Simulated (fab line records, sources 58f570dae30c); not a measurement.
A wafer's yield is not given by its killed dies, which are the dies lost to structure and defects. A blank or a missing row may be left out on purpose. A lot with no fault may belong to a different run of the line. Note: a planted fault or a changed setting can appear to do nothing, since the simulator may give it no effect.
Lot-split experiment | flow berkeley_cmos170 | 5 lots, 23 wafers read, on a route of 331 steps

## SPLIT DETAILS
At UCB170_V1_CMP_02 (polishes SiO2), the setting leave_above_ref_nm was moved away from the recipe's 1000 nm on 5 of the 23 wafers read, by -5.4% to +5.2%. This setting was run at the recipe's value on the other wafers.

Between the split and the reading, the file records no step.

## THE READING
V1_POLISHED_THK at UCB170_V1_THK_MEAS_04, in nm. On this fab line, fault-free wafers typically give 1000.2 nm with a standard deviation of 1.2 nm.

wafer  | tool, chamber at the split | leave_above_ref_nm as run, nm | against the recipe | V1_POLISHED_THK, nm | against lot-mates on the recipe
L075.1 | cmp-01, 0                  | 1000                          | recipe             | 1000.0              | -
L075.3 | cmp-01, 1                  | 1000                          | recipe             | 999.7               | -
L075.4 | cmp-01, 3                  | 1000                          | recipe             | 1000.3              | -
L075.5 | cmp-01, 1                  | 1000                          | recipe             | 998.9               | -
L075.6 | cmp-01, 2                  | 1000                          | recipe             | 998.3               | -
L078.1 | cmp-02, 1                  | 1000                          | recipe             | 1000.6              | -
L078.5 | cmp-02, 1                  | 1000                          | recipe             | 1001.3              | -
L078.6 | cmp-02, 2                  | 1000                          | recipe             | 999.1               | -
L082.1 | cmp-02, 0                  | 1000                          | recipe             | 998.6               | -
L082.2 | cmp-02, 3,1                | 1000                          | recipe             | 1000.0              | -
L082.3 | cmp-02, 2                  | 1000                          | recipe             | 999.6               | -
L082.5 | cmp-02, 3,1                | 1000                          | recipe             | 1000.3              | -
L082.6 | cmp-02, 0                  | 1000                          | recipe             | 999.3               | -
L085.1 | cmp-01, 2                  | 1052                          | +5.2%              | 1052.3              | +52.1
L085.2 | cmp-01, 3                  | 1052                          | +5.2%              | 1054.2              | +54.0
L085.4 | cmp-01, 1                  | 1000                          | recipe             | 1000.7              | -
L085.5 | cmp-01, 1                  | 1000                          | recipe             | 999.4               | -
L085.6 | cmp-01, 2                  | 1000                          | recipe             | 1000.6              | -
L084.1 | cmp-02, 1                  | 1000                          | recipe             | 1001.7              | -
L084.2 | cmp-02, 2                  | 946                           | -5.4%              | 945.8               | -54.8
L084.3 | cmp-02, 0                  | 946                           | -5.4%              | 944.1               | -56.5
L084.4 | cmp-02, 3                  | 946                           | -5.4%              | 946.7               | -53.9
L084.6 | cmp-02, 2                  | 1000                          | recipe             | 999.5               | -
If several chambers appear in one row, that row covers several wafers at once and the file leaves open which wafer was in which chamber.

FIT RESULTS
A straight line over all 23 wafers: V1_POLISHED_THK changes by +10.1 nm for each +1% of leave_above_ref_nm; r = +1.00; the points scatter about the line by 0.98 nm.
The same after taking each lot's own level away (the mean of its wafers on the recipe; 23 wafers): +10.2 nm for each +1%; r = +1.00; scatter 0.87 nm.
Per that fit: largest leave_above_ref_nm move, reading shift of 55 nm.
Across the lots, their own levels run from 999.44 to 1000.60 nm, a range of 1.0 times the standard deviation given above.
Consequently the slope shifts little with the lot-to-lot level, the two slopes agreeing.
Check: -55.1 nm against its lot-mates is what the line predicts for one of the wafers moved furthest among these (-5.4%) when that wafer is left out of the fit. Against them it came out at -54.8 nm.

## OTHER SPLITS ON THESE WAFERS
Other splits were also applied to these wafers ahead of the reading. Each is held against what the fit with the lots' levels taken away leaves over:
other split on the same wafers   | wafers away from the commonest value | r with V1_POLISHED_THK (lot level and that fit taken away)
UCB170_CONTACT_EXPOSE_12 dose_mj | 10                                   | -0.19
UCB170_M1_PEB_07 peb_temp_c      | 7                                    | -0.17
UCB170_M1_METAL_ETCH_12 time_s   | 10                                   | -0.13

## THE WHOLE CHAIN: every reading that the file lists as answering this split, in the file's order
step                  | what it does                                                              | reading                                                                   | change (the file's fit)              | r (the file's)
UCB170_V1_CMP_02      | polishes SiO2                                                             | SiO2_of_V1_CVD_00.thk_nm (the simulator's own value, which no gauge read) | +10.2 nm for each +1% of the setting | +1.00
UCB170_V1_THK_MEAS_04 |                                                                           | V1_POLISHED_THK                                                           | +10.2 for each +1% of the setting    | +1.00
UCB170_V1_ETCH_14     | etches SiO2 in CHF3/CF4/Ar, stops on Al, target depth 1250 nm, time 291 s | etch.depth_nm (the simulator's own value, which no gauge read)            | +10 nm for each +1% of the setting   | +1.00
UCB170_V1_ETCH_14     | etches SiO2 in CHF3/CF4/Ar, stops on Al, target depth 1250 nm, time 291 s | V1.feature_depth_nm (the simulator's own value, which no gauge read)      | +10.2 nm for each +1% of the setting | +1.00

## FILE'S OWN FIT
V1_POLISHED_THK changes by +10.2 nm for each +1% of leave_above_ref_nm, r = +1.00.
